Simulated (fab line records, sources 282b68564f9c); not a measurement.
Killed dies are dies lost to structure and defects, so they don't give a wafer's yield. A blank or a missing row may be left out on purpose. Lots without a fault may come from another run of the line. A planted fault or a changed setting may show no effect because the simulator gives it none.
A struck lot beside a sound one | flow rit_cmos | 15 steps out of a route of 202
Sound: wafers L570.2, L570.3, L570.4. Struck: wafers L579.1, L579.2, L579.6. The cause comes at the end.
At each step with rows: each side's tool, then ch and its chambers, then its first start. Under that, the readings that differ: sound wafers | struck wafers | difference of the means | sigmas: that difference in standard deviations of wafers without a fault.
alike: readings whose means differ by less than 2 such deviations, and words and numbers that are the same on both sides. not compared: withheld readings, readings that some wafer has no value for, bounds like >300 that may hide the same value, and numbers for which the record gives no deviation and whose values overlap.
The two part at a step that has a row with sigmas, a row that says differs or no value, or rows on one side only. Numbers that don't overlap but have no deviation are shown without sigmas and don't part them. A reading that every wafer of one side lacks parts them only if that side has two wafers or more.

RIT_CONTACT_CVD_00: deposits SiO2 from TEOS, target thk 400 nm, time 61 s.
  sound on pecvd-04 ch 0,1,2, day 4 03:05; struck on pecvd-04 ch 0,1, day 5 21:04
  alike: heater_power_w
RIT_CONTACT_THK_MEAS_01:
  sound on film_metro-01, day 4 03:09; struck on film_metro-01, day 5 21:09
  alike: CONTACT_TEOS_THK
then, 6 steps without rows for these wafers: RIT_CONTACT_HMDS_02 (prime time 60 s); RIT_CONTACT_COAT_03 (resist thk 1000 nm); RIT_CONTACT_SOFTBAKE_04 (time 60 s); RIT_CONTACT_EXPOSE_05 (exposes mask M11, target cd 1000 nm); RIT_CONTACT_PEB_06; RIT_CONTACT_DEVELOP_07 (develop time 120 s).
RIT_CONTACT_CD_MEAS_08: target cd 1000 nm.
  sound on cd_sem-01, day 4 04:11; struck on cd_sem-01, day 5 22:11
  alike: cd_nm
RIT_CONTACT_OVL_MEAS_09:
  sound on overlay-02, day 4 04:18; struck on overlay-01, day 5 22:19
  alike: CONTACT_OVL
then, 1 step without rows for these wafers: RIT_CONTACT_HARDBAKE_10 (time 60 s).
RIT_CONTACT_ETCH_11: etches SiO2 in CHF3/CF4/Ar, stops on TiSi2, target depth 480 nm, time 320 s.
  sound on rie_diel-03 ch 0,2,3, day 4 04:29; struck on rie_diel-03 ch 1,2,3, day 5 22:29
  alike: drypump_motor_current_A, mfc_ar_sccm, oes_product_au, throttle_valve_pct
  not compared: rf_hours_counter_h
RIT_CONTACT_STRIP_12: strips in O2, time 180 s.
  sound on plasma_asher-03 ch 0,1, day 4 04:40; struck on plasma_asher-03 ch 0,1, day 5 22:41
  reading             | sound             | struck            | difference                    | sigmas
  rf_refl_power_W (W) | 7.3 7.5 6.7       | - - -             | no value on the struck wafers |
  run_length_s (s)    | 208.9 208.2 208.5 | 183.1 183.3 183.2 | -25.3                         | -60
  alike: drypump_motor_current_A
  not compared: rf_hours_counter_h
RIT_CONTACT_CD_MEAS_90: target cd 1000 nm.
  sound on cd_sem-01, day 4 04:52; struck on cd_sem-01, day 5 22:52
  alike: cd_nm
RIT_M1_PROBE_99:
  sound on prober-02, day 4 09:30; struck on prober-01, day 6 03:43
  reading                             | sound             | struck            | difference | sigmas
  model.etest.nmos_turned.drive_ua_um | 321.9 309.9 302.8 | 280.7 276.7 282.1 | -31.7      |
  model.etest.pmos_turned.drive_ua_um | 191.5 183 176.9   | 171 166.9 171.4   | -14        |
  alike: killed_at_contacts, killed_at_front_end, killed_dies, killed_open, killed_short
  not compared: model.etest.npoly_line.line_ohm_um, model.etest.ppoly_line.line_ohm_um, model.etest.contact_pplus.end_ohm_um, model.etest.ppoly_line.width_nm, model.etest.npoly_line.width_nm, model.etest.contact_nplus.end_ohm_um

WHERE THEY PART
Only at RIT_CONTACT_STRIP_12, within this record. Later steps at which nothing parts them and some readings are alike: RIT_CONTACT_CD_MEAS_90, RIT_M1_PROBE_99.

WHY: what the simulator had put in
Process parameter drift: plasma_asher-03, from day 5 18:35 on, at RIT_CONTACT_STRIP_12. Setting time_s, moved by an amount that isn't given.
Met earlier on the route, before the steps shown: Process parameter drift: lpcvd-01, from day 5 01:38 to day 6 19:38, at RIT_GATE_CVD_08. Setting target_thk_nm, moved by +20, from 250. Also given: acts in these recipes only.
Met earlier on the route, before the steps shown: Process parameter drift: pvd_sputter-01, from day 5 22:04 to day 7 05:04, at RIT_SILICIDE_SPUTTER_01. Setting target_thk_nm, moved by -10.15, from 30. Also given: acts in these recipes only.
